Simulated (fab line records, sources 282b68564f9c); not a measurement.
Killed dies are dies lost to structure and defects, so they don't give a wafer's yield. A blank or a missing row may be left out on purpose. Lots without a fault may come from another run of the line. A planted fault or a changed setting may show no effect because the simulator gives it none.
One fault seen from 2 desks | flow rit_cmos | each desk has only its own numbers; what lay behind them comes last

THE TOOL OWNER'S DESK: rtp_anneal-01
The tool's own readings at RIT_SDANNEAL_RTA_03 (time 5 s): means of the sampled wafers that have a number, for each lot that ran on this tool. A lot is out of limits, marked OUT, if its mean lies more than 4 standard deviations from the usual mean; the brackets give that distance.
Columns: A = anneal_temp_c_max at RIT_SDANNEAL_RTA_03, usual 1055.4; B = wafer_temp_C_max at RIT_SDANNEAL_RTA_03, usual 1053.3
lot  | first seen here | A      | B
L604 | day 3 04:43     | 1057.0 | 1053.6
L606 | day 3 16:59     | 1055.7 | 1054.8
L608 | day 4 06:16     | 1056.8 | 1052.4
L610 | day 4 09:03     | 1058.2 | 1053.7
L612 | day 4 19:28     | 1058.2 | 1053.6
L614 | day 5 04:50     | 1057.5 | 1052.4
L616 | day 5 15:47     | 1056.7 | 1053.4
L618 | day 6 00:53     | 1056.9 | 1054.2
This desk's finding: nothing out of limits on any of the 8 lots.

THE METROLOGY DESK
What the gauges read, lot by lot, whatever tool the lot ran on: means of the sampled wafers that have a number. A lot is out of limits, marked OUT, if its mean lies more than 4 standard deviations from the usual mean; the brackets give that distance.
Columns: A = PSD_RS at RIT_SDANNEAL_RS_MEAS_04, usual 115.93 ohm/sq; B = NSD_RS at RIT_SDANNEAL_RS_MEAS_05, usual 84.45 ohm/sq; C = PLDD_RS at RIT_SDANNEAL_RS_MEAS_06, usual 178.7 ohm/sq; D = NLDD_RS at RIT_SDANNEAL_RS_MEAS_07, usual 151.7 ohm/sq
lot  | first seen here | A                       | B               | C               | D
L604 | day 3 04:47     | 116.14                  | 84.79           | 178.5           | 152.1
L605 | day 3 11:05     | 115.69                  | 84.35           | 178.9           | 152.3
L606 | day 3 17:03     | 116.14                  | 84.70           | 179.2           | 152.3
L607 | day 3 17:28     | 116.06                  | 84.38           | 178.4           | 151.3
L608 | day 4 06:19     | 115.77                  | 84.59           | 178.8           | 151.0
L609 | day 4 07:12     | 116.17                  | 84.70           | 178.6           | 151.6
L610 | day 4 09:07     | 115.88                  | 84.77           | 178.6           | 152.6
L611 | day 4 12:53     | 115.86                  | 84.36           | 178.6           | 151.8
L612 | day 4 19:32     | 115.67                  | 84.32           | 178.3           | 151.1
L614 | day 5 04:53     | 72.37 (-99 or more) OUT | 76.59 (-29) OUT | 141.1 (-86) OUT | 143.1 (-18) OUT
L616 | day 5 15:51     | 72.69 (-99 or more) OUT | 76.93 (-28) OUT | 142.1 (-83) OUT | 143.2 (-18) OUT
L618 | day 6 00:56     | 72.77 (-99 or more) OUT | 77.26 (-27) OUT | 141.2 (-85) OUT | 143.1 (-18) OUT
L623 | day 7 03:13     | 116.02                  | 84.37           | 178.9           | 151.7
L625 | day 7 12:08     | 115.84                  | 84.40           | 178.9           | 151.9
L627 | day 7 21:46     | 116.43                  | 84.90           | 179.3           | 151.7
This desk's finding: out of limits on L614, L616, L618; first on L614, day 5 04:53 (PSD_RS at RIT_SDANNEAL_RS_MEAS_04). In limits: L604, L605, L606, L607, L608, L609, L610, L611, L612, L623, L625, L627.

PUT TOGETHER
The metrology desk could have raised an alarm at day 5 04:53, on L614, L616, L618.
The tool owner's desk saw nothing out of limits.
The tool owner's desk has L614, L616, L618 on record, within its limits.
Of the lots named, all ran RIT_SDANNEAL_RTA_03 on rtp_anneal-01.

WHAT THE SIMULATOR HAD PUT IN
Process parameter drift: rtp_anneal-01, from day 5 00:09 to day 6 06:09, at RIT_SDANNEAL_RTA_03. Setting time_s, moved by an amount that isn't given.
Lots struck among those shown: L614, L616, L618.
Hours from the fault's start to each desk's first reading out of limits: the metrology desk, 5.
